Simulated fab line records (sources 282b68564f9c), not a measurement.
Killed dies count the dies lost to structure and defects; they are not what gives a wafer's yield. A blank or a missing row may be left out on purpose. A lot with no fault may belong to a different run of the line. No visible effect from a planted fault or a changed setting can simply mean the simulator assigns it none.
Which of the tools did it? | flow rit-cmos | Sampling: 7 lots, 21 wafers, 2 of 202 route steps

## WHAT THE GAUGES READ, wafer by wafer
RIT_ACTIVE_THK_MEAS_02.
lot  | measured    | on            | ACTIVE_OXIDE_THK (nm)
L962 | day 1 17:05 | film-metro-02 | 48.1 48.3 48.7
L965 | day 2 08:04 | film-metro-03 | 48.7 48.6 47.2
L970 | day 3 09:04 | film-metro-04 | 48.2 47.9 48.1
L973 | day 4 00:04 | film-metro-03 | 48.2 48.2 47.9
L975 | day 4 10:35 | film-metro-02 | 29.2 29.9 29.8
L978 | day 5 01:03 | film-metro-04 | 46.5 45.6 46.3
L984 | day 6 07:04 | film-metro-02 | 48.3 48.2 47.4

## TOOL THAT RAN EACH LOT (tool first, then ch and the chambers of the sampled wafers, then the start)
lot  | RIT_ACTIVE_OXIDATION_01
L962 | furnace-01 ch 0, day 1 15:09
L965 | furnace-02 ch 0, day 2 06:07
L970 | furnace-01 ch 0, day 3 07:07
L973 | furnace-02 ch 0, day 3 22:07
L975 | furnace-02 ch 0, day 4 08:38
L978 | furnace-03 ch 0, day 4 23:07
L984 | furnace-01 ch 0, day 6 05:07
- RIT_ACTIVE_OXIDATION_01: target thk 46.8 nm, ox time 3360 s.

## THE ANSWER, worked out from the rows above alone
Rule: the lots themselves supply what counts as usual. The widest of any qualifying gaps counts: lots, ordered by their means at a reading, are off when they make up no more than a third of the lots, leave a main group of 4 or more, and stand apart from it by 3 or more times the standard deviation of that group's means. A main group is skipped when, at the precision printed for the reading in the tables above, its means are all equal. Also off: a lot with no number at a reading for which 4 or more lots have one. Any other lot the step has rows for is counted as sound.
Off: at RIT_ACTIVE_THK_MEAS_02 (ACTIVE_OXIDE_THK), L975. Mean 47.8 nm and standard deviation 0.76 in the main group.
A tool fits if, at a process step before that reading, it ran every lot that is off, and no sound lot after the first of them. The gauges at RIT_ACTIVE_THK_MEAS_02 are tried like those tools. One fits: RIT_ACTIVE_OXIDATION_01 on furnace-02. A fault onset in the window from L973 (day 3 22:07, its last sound lot) to L975 (day 4 08:38, its first lot off) fits.

## WHAT THE SIMULATOR HAD INSERTED
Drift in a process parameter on furnace-02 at RIT_ACTIVE_OXIDATION_01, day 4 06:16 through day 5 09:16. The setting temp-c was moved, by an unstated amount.
Lots struck among those shown: L975. Same finding as the rule above.
